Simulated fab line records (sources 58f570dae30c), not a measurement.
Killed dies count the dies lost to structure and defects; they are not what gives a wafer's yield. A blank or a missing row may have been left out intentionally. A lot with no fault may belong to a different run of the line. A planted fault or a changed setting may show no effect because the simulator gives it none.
A lot that was struck, set against a sound lot | flow berkeley-cmos170 | 37 out of 331 route steps
Sound: these wafers, L330.1, L330.4, L330.5. Wafers struck: L343.2, L343.3, L343.5. The cause comes at the end.
Each step with rows lists, per side, the tool, then ch with its chambers, then its first start. Under that, the readings that differ: sound wafers | struck wafers | difference of the means | sigmas: that difference in standard deviations of wafers without a fault.
alike: readings whose means differ by less than 2 such deviations, and words and numbers that are the same on both sides. not compared: withheld readings, readings that some wafer has no value for, bounds like >300 that may hide the same value, and numbers for which the record gives no deviation and whose values overlap.
The two part at a step that has a row with sigmas, a row that says differs or no value, or rows on one side only. Numbers that don't overlap but have no deviation are shown without sigmas and don't part them. A reading that every wafer of one side lacks parts them only if that side has two wafers or more.

UCB170_SPACER_CVD_00: deposits SiO2 from TEOS/O2, target thk 376 nm, time 47 s.
  sound on pecvd-03 ch 1,2, day 7 14:19; struck on pecvd-01 ch 0,1,2, day 10 08:59
  alike: heater-power-w
UCB170_SPACER_THK_MEAS_01:
  sound on film-metro-01, day 7 14:22; struck on film-metro-02, day 10 09:02
  alike: SPACER_TEOS_THK
then, 1 step without rows for these wafers: UCB170_SPACER_ANNEAL_02 (time 1800 s).
UCB170_SPACER_ETCHBACK_03: etches SiO2 in CHF3/CF4/Ar, stops on Si, target depth 376 nm, time 100 s.
  sound on rie-diel-01 ch 0,1, day 7 18:53; struck on rie-diel-04 ch 1,2, day 10 11:04
  alike: drypump-motor-current-A, mfc-ar-sccm, oes-product-au, throttle-valve-pct
  not compared: rf-hours-counter-h
then, 6 steps without rows for these wafers: UCB170_PSD_HMDS_00 (prime time 60 s); UCB170_PSD_COAT_01 (resist thk 900 nm); UCB170_PSD_SOFTBAKE_02 (time 60 s); UCB170_PSD_EXPOSE_03 (exposes mask PSELECT MOD, target cd 1200 nm); UCB170_PSD_PEB_04; UCB170_PSD_DEVELOP_05 (develop time 45 s).
UCB170_PSD_CD_MEAS_06: target cd 1200 nm.
  sound on cd-sem-02, day 7 20:31; struck on cd-sem-01, day 10 12:02
  alike: cd-nm
UCB170_PSD_OVL_MEAS_07:
  sound on overlay-01, day 7 20:38; struck on overlay-02, day 10 12:09
  alike: PSD_OVL
UCB170_PSD_IMPLANT_08:
  sound on implanter-03 ch 0, day 7 20:40; struck on implanter-01 ch 0, day 10 12:12
  reading                   | sound                | struck               | difference | sigmas
  beam-energy-keV           | 20.007 19.997 19.992 | 18.002 18.007 18.005 | -1.994     | -99 or more
  model.implant.rp-nm (nm)  | 66.69 66.69 66.69    | 58.86 58.86 58.86    | -7.83      |
  model.implant.drp-nm (nm) | 28.34 28.34 28.34    | 26.3 26.3 26.3       | -2.0       |
UCB170_PSD_STRIP_09: strips in O2.
  sound on plasma-asher-04 ch 0,1, day 7 20:49; struck on plasma-asher-03 ch 0,1, day 10 12:20
  reading                      | sound             | struck            | difference | sigmas
  oes-product-au (a.u.)        | 0.592 0.599 0.598 | 0.612 0.614 0.614 | +0.017     | +4
  strip-time-to-endpoint-s (s) | 29.26 29.30 29.29 | 28.60 28.54 28.51 | -0.73      | -9
  alike: drypump-motor-current-A
  not compared: rf-hours-counter-h
UCB170_PSD_TW_MEAS_10:
  sound on film-metro-01, day 7 20:55; struck on film-metro-04, day 10 12:41
  reading | sound          | struck         | difference | sigmas
  PSD_TW  | 2353 2353 2334 | 2264 2273 2262 | -80        | -6
  not compared: hold
then, 6 steps without rows for these wafers: UCB170_NSD_HMDS_00 (prime time 60 s); UCB170_NSD_COAT_01 (resist thk 900 nm); UCB170_NSD_SOFTBAKE_02 (time 60 s); UCB170_NSD_EXPOSE_03 (exposes mask NSELECT MOD, target cd 1200 nm); UCB170_NSD_PEB_04; UCB170_NSD_DEVELOP_05 (develop time 45 s).
UCB170_NSD_CD_MEAS_06: target cd 1200 nm.
  sound on cd-sem-02, day 7 23:18; struck on cd-sem-01, day 10 18:29
  alike: cd-nm
UCB170_NSD_OVL_MEAS_07:
  sound on overlay-01, day 7 23:25; struck on overlay-01, day 10 18:35
  alike: NSD_OVL
then, 1 step without rows for these wafers: UCB170_NSD_IMPLANT_08.
UCB170_NSD_STRIP_09: strips in O2.
  sound on plasma-asher-04 ch 0,1, day 7 23:39; struck on plasma-asher-02 ch 0,1, day 10 18:52
  alike: drypump-motor-current-A, oes-product-au, strip-time-to-endpoint-s
  not compared: rf-hours-counter-h
UCB170_NSD_TW_MEAS_10:
  sound on film-metro-04, day 7 23:45; struck on film-metro-04, day 10 19:08
  alike: NSD_TW
then, 6 steps without rows for these wafers: UCB170_NSD_CLEAN_11 (cleans in SPM, time 600 s); UCB170_BACKSIDE_HMDS_00 (prime time 60 s); UCB170_BACKSIDE_COAT_01 (resist thk 900 nm); UCB170_BACKSIDE_SOFTBAKE_02 (time 60 s); UCB170_BACKSIDE_STRIP_03 (strips in O2); UCB170_BACKSIDE_CLEAN_04 (cleans in SPM, time 600 s).
UCB170_SDANNEAL_RTA_00: time 10 s.
  sound on rtp-anneal-01 ch 0, day 8 00:44; struck on rtp-anneal-02 ch 0, day 10 20:38
  alike: lamp-power-pct, wafer_temp_C_max
UCB170_SDANNEAL_RTA_01: time 5 s.
  sound on rtp-anneal-01 ch 0, day 8 00:49; struck on rtp-anneal-02 ch 0, day 10 20:43
  alike: lamp-power-pct, wafer_temp_C_max
UCB170_SDANNEAL_RS_MEAS_02: measures by four-point-probe.
  sound on film-metro-01, day 8 00:52; struck on film-metro-01, day 10 21:28
  reading         | sound          | struck         | difference | sigmas
  PSD_RS (ohm/sq) | 75.1 75.2 75.2 | 76.7 76.9 76.6 | +1.6       | +5
  not compared: hold
UCB170_SDANNEAL_RS_MEAS_03: measures by four-point-probe.
  sound on film-metro-01, day 8 00:59; struck on film-metro-01, day 10 23:54
  reading | sound | struck                                                                     | difference                   | sigmas
  hold    | - - - | await-dispo/2.3h/release await-dispo/2.3h/release await-dispo/2.3h/release | no value on the sound wafers |
  alike: NSD_RS
UCB170_M3_PROBE_99:
  sound wafers here have rows in the record (prober-02, day 9 04:47); struck ones have none

== WHERE THEY PART ==
First at UCB170_PSD_IMPLANT_08; last, within this record, at UCB170_M3_PROBE_99.

WHY: what had been put in by the simulator
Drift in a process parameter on implanter-01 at UCB170_PSD_IMPLANT_08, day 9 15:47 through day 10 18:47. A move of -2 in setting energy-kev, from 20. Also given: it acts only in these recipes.
